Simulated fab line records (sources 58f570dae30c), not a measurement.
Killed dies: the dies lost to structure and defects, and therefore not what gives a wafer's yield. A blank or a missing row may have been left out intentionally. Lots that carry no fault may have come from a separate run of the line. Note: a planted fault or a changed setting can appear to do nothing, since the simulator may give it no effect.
fab line records + flow berkeleyCmos170
record
- lots=14
- wafers=42
- lastDay=12
route steps=331 shown GATE@130
lots untouched by any fault: they come from a run of this same line in which no faults occurred
startH: the number of hours between the record's first day and the start of the first shown wafer of the lot + waitH: hours from the lot's prior step to this one + " as in the row above + L1.1+2: a row that stands for several wafers + - no value, or no start given + * or withheld: withheld + < > ~ a bound
route shown NAME@n: names a module that has steps shown in the file, with the first one's number in the route + usual: mean and standard deviation over wafers with no fault + same: alike in all rows + chamber/n: place in a boat + sites: the reading at each site + _std_site: their standard deviation + _edge_site: inner sites' mean taken away from outer sites' mean + radiusMm: how far each site lies from the wafer's centre + mask NAME#n: copy n + behind: the most recent tool/chamber to have shaped the wafer + hold: the reason the lot was held/the length of the hold in hours/how it ended + device: the n, p or np transistor that did not switch + end of line: the route-end tests of the same wafers + where a step has no rows: the recipe by itself + killed: dies lost to structure and defects at the first sort, not the wafer's yield + map: dies across one wafer; x = killed, . = not, _ = none there
set.NAME: the run value of the setting; set.NAME@STEP: its run value at that earlier step + model.NAME: the simulator's own value behind a step, which no gauge read
the route's steps for a sample of lots (tables are steps, rows are wafers)
services: from which hour (startH, from the record's first day; less than 0 if before it) a tool's chamber was out of use, for how many hours, and why
## steps
# step UCB170_GATE_CVD_04
# recipe
- material=poly-Si
- tempC=610
- precursor=SiH4
- timeS=1440
- pressureMtorr=375
- targetThkNm=214
- sih4FlowSccm=120
# usual
- sih4FlowSccm=120.1/0.36
- spikeTcCentreC=612.3/1.2
- spikeTcLoadC=630.6/2.4
- spikeTcSourceC=629.4/1.1
- susceptorTempC=610.0/0.31
- zonePowerSourcePct=11.2/0.76
| lot.wafer | tool     | chamber | startH | waitH | sih4FlowSccm | spikeTcCentreC | spikeTcLoadC | spikeTcSourceC | susceptorTempC | zonePowerSourcePct |
|-----------|----------|---------|--------|-------|--------------|----------------|--------------|----------------|----------------|--------------------|
| L942.1    | lpcvd-02 | 1       | 130.46 | 0.0   | 119.7        | 613.1          | 633.1        | 628.8          | 610.0          | 11.0               |
| L942.3    | "        | 1       | "      | "     | 120.5        | 611.7          | 633.9        | 629.3          | 610.0          | 11.3               |
| L942.5    | "        | 1       | "      | "     | 120.4        | 611.2          | 634.9        | 628.3          | 609.9          | 11.0               |
| L943.2    | lpcvd-02 | 0       | 130.46 | 0.0   | 119.9        | 612.9          | 627.5        | 628.6          | 609.9          | 12.3               |
| L943.3    | "        | 0       | "      | "     | 120.1        | 612.4          | 629.2        | 627.4          | 610.3          | 12.4               |
| L943.5    | "        | 0       | "      | "     | 120.2        | 612.4          | 627.0        | 630.6          | 610.0          | 12.1               |
| L944.3    | lpcvd-02 | 0       | 130.46 | 0.0   | 119.7        | 612.5          | 629.6        | 627.8          | 609.7          | 12.4               |
| L944.4    | "        | 0       | "      | "     | 119.9        | 610.3          | 628.5        | 630.3          | 610.1          | 12.3               |
| L944.6    | "        | 0       | "      | "     | 119.8        | 614.2          | 629.0        | 629.6          | 610.0          | 12.2               |
| L945.2    | lpcvd-02 | 1       | 130.46 | 0.0   | 120.5        | 612.3          | 634.1        | 628.3          | 609.9          | 11.1               |
| L945.4    | "        | 1       | "      | "     | 120.6        | 611.8          | 633.5        | 628.7          | 609.8          | 11.2               |
| L945.5    | "        | 1       | "      | "     | 120.0        | 611.1          | 635.3        | 627.9          | 609.9          | 11.0               |
| L946.3    | lpcvd-02 | 0       | 152.09 | 1.4   | 118.9        | 613.3          | 629.7        | 629.0          | 610.3          | 12.4               |
| L946.4    | "        | 0       | "      | "     | 120.0        | 614.6          | 631.2        | 630.2          | 610.2          | 12.3               |
| L946.6    | "        | 0       | "      | "     | 119.8        | 613.8          | 628.6        | 629.7          | 610.4          | 12.2               |
| L947.1    | lpcvd-02 | 1       | 152.09 | 1.4   | 120.7        | 612.8          | 633.2        | 629.4          | 610.3          | 11.1               |
| L947.2    | "        | 1       | "      | "     | 120.0        | 613.3          | 634.6        | 630.3          | 610.8          | 11.2               |
| L947.3    | "        | 1       | "      | "     | 120.2        | 612.0          | 632.6        | 629.3          | 610.0          | 11.0               |
| L951.2    | lpcvd-01 | 1       | 169.32 | 0.0   | 120.0        | 612.3          | 630.7        | 629.3          | 610.2          | 10.9               |
| L951.3    | "        | 1       | "      | "     | 120.6        | 610.6          | 633.0        | 629.6          | 609.4          | 10.9               |
| L951.5    | "        | 1       | "      | "     | 119.9        | 611.0          | 630.5        | 630.1          | 609.4          | 11.1               |
| L957.2    | lpcvd-02 | 0       | 193.28 | 0.0   | 119.8        | 588.8          | 605.5        | 603.9          | 585.2          | 11.5               |
| L957.4    | "        | 0       | "      | "     | 120.0        | 588.5          | 602.1        | 602.7          | 584.8          | 11.4               |
| L957.5    | "        | 0       | "      | "     | 120.6        | 588.3          | 604.6        | 603.8          | 585.3          | 11.5               |
| L958.1    | lpcvd-02 | 1       | 193.28 | 0.0   | 120.2        | 585.3          | 610.3        | 604.8          | 585.3          | 10.3               |
| L958.2    | "        | 1       | "      | "     | 120.0        | 586.8          | 609.7        | 603.7          | 585.5          | 10.4               |
| L958.4    | "        | 1       | "      | "     | 119.6        | 586.9          | 608.7        | 603.5          | 585.3          | 10.3               |
| L960.3    | lpcvd-01 | 0       | 203.91 | 0.0   | 119.4        | 612.2          | 628.5        | 629.5          | 610.1          | 10.2               |
| L960.5    | "        | 0       | "      | "     | 119.7        | 612.9          | 627.6        | 629.4          | 610.0          | 10.3               |
| L960.6    | "        | 0       | "      | "     | 119.6        | 611.8          | 627.3        | 629.6          | 610.2          | 10.3               |
| L961.1    | lpcvd-01 | 1       | 203.91 | 0.0   | 120.0        | 611.1          | 630.2        | 629.9          | 610.2          | 11.0               |
| L961.4    | "        | 1       | "      | "     | 120.0        | 611.4          | 630.5        | 629.8          | 610.1          | 10.8               |
| L961.6    | "        | 1       | "      | "     | 119.9        | 610.2          | 631.4        | 629.1          | 610.5          | 10.7               |
| L963.2    | lpcvd-01 | 0       | 229.69 | 0.0   | 120.3        | 613.3          | 627.4        | 630.4          | 610.1          | 10.3               |
| L963.3    | "        | 0       | "      | "     | 120.2        | 612.0          | 630.1        | 630.8          | 609.7          | 10.4               |
| L963.6    | "        | 0       | "      | "     | 119.7        | 612.9          | 628.4        | 629.5          | 610.3          | 10.2               |
| L964.1    | lpcvd-01 | 0       | 229.69 | 0.0   | 119.9        | 610.6          | 629.2        | 629.8          | 609.9          | 10.4               |
| L964.4    | "        | 0       | "      | "     | 120.3        | 612.2          | 628.0        | 628.3          | 609.9          | 10.3               |
| L964.5    | "        | 0       | "      | "     | 119.3        | 612.2          | 629.4        | 629.0          | 610.3          | 10.2               |
| L965.2    | lpcvd-01 | 1       | 244.49 | 0.0   | 119.6        | 611.7          | 631.4        | 628.4          | 610.0          | 10.8               |
| L965.3    | "        | 1       | "      | "     | 119.9        | 611.6          | 629.6        | 628.8          | 610.3          | 11.0               |
| L965.4    | "        | 1       | "      | "     | 119.8        | 611.5          | 631.2        | 628.0          | 610.1          | 11.1               |
# step UCB170_GATE_THK_MEAS_05
# recipe
- reads=poly-Si_of_GATE_CVD_04
# usual
- GATE_POLY_THK=213.9/2
| lot.wafer | tool         | chamber | startH | waitH | GATE_POLY_THK[nm] |
|-----------|--------------|---------|--------|-------|-------------------|
| L942.1    | filmMetro-02 | -       | 131.86 | 0.0   | 215.2             |
| L942.3    | "            | -       | "      | "     | 214.2             |
| L942.5    | "            | -       | "      | "     | 214.3             |
| L945.2    | filmMetro-01 | -       | 131.87 | 0.0   | 214.7             |
| L945.4    | "            | -       | "      | "     | 213.7             |
| L945.5    | "            | -       | "      | "     | 213.6             |
| L944.3    | filmMetro-04 | -       | 131.88 | 0.0   | 213.4             |
| L944.4    | "            | -       | "      | "     | 214.4             |
| L944.6    | "            | -       | "      | "     | 212.8             |
| L943.2    | filmMetro-01 | -       | 131.93 | 0.1   | 215.2             |
| L943.3    | "            | -       | "      | "     | 218.1             |
| L943.5    | "            | -       | "      | "     | 217.1             |
| L947.1    | filmMetro-01 | -       | 153.49 | 0.0   | 215.0             |
| L947.2    | "            | -       | "      | "     | 212.9             |
| L947.3    | "            | -       | "      | "     | 214.1             |
| L946.3    | filmMetro-02 | -       | 153.51 | 0.0   | 212.8             |
| L946.4    | "            | -       | "      | "     | 213.4             |
| L946.6    | "            | -       | "      | "     | 212.8             |
| L951.2    | filmMetro-04 | -       | 170.73 | 0.0   | 214.0             |
| L951.3    | "            | -       | "      | "     | 210.5             |
| L951.5    | "            | -       | "      | "     | 212.1             |
| L958.1    | filmMetro-01 | -       | 194.68 | 0.0   | 117.8             |
| L958.2    | "            | -       | "      | "     | 115.8             |
| L958.4    | "            | -       | "      | "     | 116.7             |
| L957.2    | filmMetro-02 | -       | 194.69 | 0.0   | 117.3             |
| L957.4    | "            | -       | "      | "     | 116.2             |
| L957.5    | "            | -       | "      | "     | 115.3             |
| L961.1    | filmMetro-01 | -       | 205.31 | 0.0   | 214.2             |
| L961.4    | "            | -       | "      | "     | 211.9             |
| L961.6    | "            | -       | "      | "     | 213.3             |
| L960.3    | filmMetro-02 | -       | 205.33 | 0.0   | 211.6             |
| L960.5    | "            | -       | "      | "     | 212.0             |
| L960.6    | "            | -       | "      | "     | 212.7             |
| L964.1    | filmMetro-02 | -       | 231.09 | 0.0   | 216.9             |
| L964.4    | "            | -       | "      | "     | 216.9             |
| L964.5    | "            | -       | "      | "     | 215.4             |
| L963.2    | filmMetro-04 | -       | 231.10 | 0.0   | 216.4             |
| L963.3    | "            | -       | "      | "     | 213.9             |
| L963.6    | "            | -       | "      | "     | 212.8             |
| L965.2    | filmMetro-01 | -       | 246.60 | 0.0   | 214.6             |
| L965.3    | "            | -       | "      | "     | 215.7             |
| L965.4    | "            | -       | "      | "     | 214.7             |
# step UCB170_GATE_ETCH_15
# recipe
- chemistry=HBr/Cl2
- target=poly-Si
- stopOn=SiO2
- overEtchFrac=0.3
- icpW=300
- biasW=150
- timeS=56.3
- pressureMtorr=15
- HBr_flow_sccm=150
- Cl2_flow_sccm=50
- targetDepthA=2782
# usual
- chamberPressureMTorr=15.002/0.014
- drypumpMotorCurrentA=5.8/0.43
- oesProductAu=0.827/0.015
- throttleValvePct=26.47/0.2
# same
- overEtchFrac=0.3
| lot.wafer | tool     | chamber | startH | waitH | chamberPressureMTorr | drypumpMotorCurrentA | oesProductAu | rfHoursCounterH | throttleValvePct |
|-----------|----------|---------|--------|-------|----------------------|----------------------|--------------|-----------------|------------------|
| L945.2    | rieSi-02 | 1       | 132.96 | -     | 15.003               | 6.3                  | 0.859        | 26              | 26.36            |
| L945.4    | "        | 2       | "      | "     | 14.988               | 5.6                  | 0.825        | 1               | 26.69            |
| L945.5    | "        | 3       | "      | "     | 14.984               | 5.9                  | 0.826        | -               | 26.30            |
| L942.1    | rieSi-01 | 0       | 133.23 | -     | 14.999               | 6.0                  | 0.831        | 1               | 26.41            |
| L942.3    | "        | 1       | "      | "     | 15.020               | 5.6                  | 0.842        | 119             | 26.60            |
| L942.5    | "        | 1       | "      | "     | 14.989               | 5.6                  | 0.853        | -               | 26.60            |
| L944.3    | rieSi-02 | 0       | 133.35 | -     | 15.012               | 6.3                  | 0.801        | 82              | 26.20            |
| L944.4    | "        | 3       | "      | "     | 15.011               | 5.9                  | 0.825        | 1               | 26.31            |
| L944.6    | "        | 0       | "      | "     | 15.011               | 6.3                  | 0.800        | -               | 26.21            |
| L943.2    | rieSi-01 | 1       | 133.56 | -     | 15.017               | 5.6                  | 0.852        | 119             | 26.61            |
| L943.3    | "        | 3       | "      | "     | 15.006               | 5.5                  | 0.832        | 46              | 26.39            |
| L943.5    | "        | 1       | "      | "     | 14.998               | 5.7                  | 0.862        | -               | 26.59            |
| L947.1    | rieSi-02 | 3       | 154.76 | -     | 14.991               | 5.9                  | 0.831        | 1               | 26.28            |
| L947.2    | "        | 2       | "      | "     | 14.977               | 5.6                  | 0.827        | 1               | 26.71            |
| L947.3    | "        | 1       | "      | "     | 14.999               | 6.3                  | 0.843        | 26              | 26.37            |
| L946.3    | rieSi-01 | 0       | 155.13 | -     | 14.996               | 6.0                  | 0.824        | 1               | 26.42            |
| L946.4    | "        | 2       | "      | "     | 14.979               | 4.9                  | 0.824        | 52              | 26.81            |
| L946.6    | "        | 1       | "      | "     | 15.004               | 5.6                  | 0.845        | -               | 26.61            |
| L951.2    | rieSi-01 | 0       | 172.22 | -     | 15.009               | 6.0                  | 0.836        | 1               | 26.41            |
| L951.3    | "        | 1       | "      | "     | 14.985               | 5.6                  | 0.839        | 119             | 26.60            |
| L951.5    | "        | 0       | "      | "     | 14.982               | 6.0                  | 0.821        | -               | 26.42            |
| L957.2    | rieSi-01 | 3       | 196.94 | -     | 15.003               | 5.5                  | 0.573        | 46              | 26.38            |
| L957.4    | "        | 2       | "      | "     | 14.995               | 4.9                  | 0.568        | -               | 26.82            |
| L957.5    | "        | 0       | "      | "     | 14.980               | 6.0                  | 0.576        | -               | 26.42            |
| L958.1    | rieSi-02 | 3       | 197.06 | -     | 15.009               | 5.9                  | 0.586        | 1               | 26.31            |
| L958.2    | "        | 1       | "      | "     | 15.029               | 6.3                  | 0.588        | 26              | 26.34            |
| L958.4    | "        | 0       | "      | "     | 15.029               | 6.3                  | 0.556        | 82              | 26.19            |
| L961.1    | rieSi-01 | 3       | 206.41 | -     | 15.010               | 5.5                  | 0.825        | 46              | 26.40            |
| L961.4    | "        | 2       | "      | "     | 15.031               | 4.9                  | 0.811        | 52              | 26.82            |
| L961.6    | "        | 0       | "      | "     | 15.026               | 6.0                  | 0.835        | -               | 26.40            |
| L960.3    | rieSi-02 | 1       | 206.65 | -     | 15.016               | 6.3                  | 0.850        | 26              | 26.36            |
| L960.5    | "        | 3       | "      | "     | 15.007               | 5.9                  | 0.814        | -               | 26.30            |
| L960.6    | "        | 0       | "      | "     | 14.985               | 6.3                  | 0.801        | -               | 26.21            |
| L963.2    | rieSi-01 | 2       | 233.52 | -     | 15.021               | 4.9                  | 0.839        | 52              | 26.83            |
| L963.3    | "        | 1       | "      | "     | 14.997               | 5.7                  | 0.827        | 0               | 26.57            |
| L963.6    | "        | 1       | "      | "     | 14.996               | 5.7                  | 0.826        | -               | 26.60            |
| L964.1    | rieSi-02 | 3       | 233.79 | -     | 14.982               | 5.9                  | 0.836        | 2               | 26.30            |
| L964.4    | "        | 1       | "      | "     | 14.992               | 6.3                  | 0.849        | 26              | 26.37            |
| L964.5    | "        | 3       | "      | "     | 14.989               | 5.9                  | 0.828        | -               | 26.28            |
| L965.2    | rieSi-02 | 0       | 248.14 | -     | 15.005               | 6.3                  | 0.803        | 82              | 26.20            |
| L965.3    | "        | 3       | "      | "     | 15.010               | 5.9                  | 0.832        | 2               | 26.30            |
| L965.4    | "        | 2       | "      | "     | 15.008               | 5.6                  | 0.821        | 2               | 26.69            |
## services
| tool     | chamber | startH | hours | kind          |
|----------|---------|--------|-------|---------------|
| rieSi-01 | -       | 135.85 | 14.6  | pm            |
| lpcvd-02 | -       | 159.42 | 2.8   | pm            |
| rieSi-01 | 1       | 177.73 | -     | clean         |
| rieSi-01 | 1       | 177.73 | 22.9  | scheduledDown |
| rieSi-01 | 1       | 177.73 | 22.9  | ventCycle     |
| rieSi-01 | -       | 190.32 | 0.3   | repair        |
| rieSi-01 | -       | 224.67 | 4.3   | pm            |
| lpcvd-02 | -       | 230.52 | 2.9   | repair        |
## key
firstSign
- step=UCB170_GATE_CVD_04
- reading=susceptorTempC
- direction=down
- sigmas=81
- usual=*
- struck=*
effect
- step=UCB170_GATE_CVD_04
- reading=spikeTcSourceC
- direction=down
- sigmas=23
- usual=629.4
- struck=603.7
effect
- step=UCB170_GATE_THK_MEAS_05
- reading=GATE_POLY_THK
- direction=down
- sigmas=50
- usual=213.9
- struck=116.5
effect
- step=UCB170_GATE_ETCH_15
- reading=oesProductAu
- direction=down
- sigmas=17
- usual=0.827
- struck=0.575
metAt UCB170_GATE_CVD_04
struckLots L957,L958
testerLeftOut L957,L958
onsetBetween 152.09 193.28
fault
- kind=processParameterDrift
- tool=lpcvd-02
- chamber=-
- onsetH=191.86
- steps=UCB170_GATE_CVD_04
- channel=tempC
- offset=*
- shape=step
- endH=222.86
- actsIn=*
- stated=*
# testerLeftOut: of these lots the tester's yield and bins aren't shown, on N5 and GAA mostly nor the transistor test; their killed dies are dies lost to structure and defects alone, not to doping, threshold or leakage, so they don't give the yield
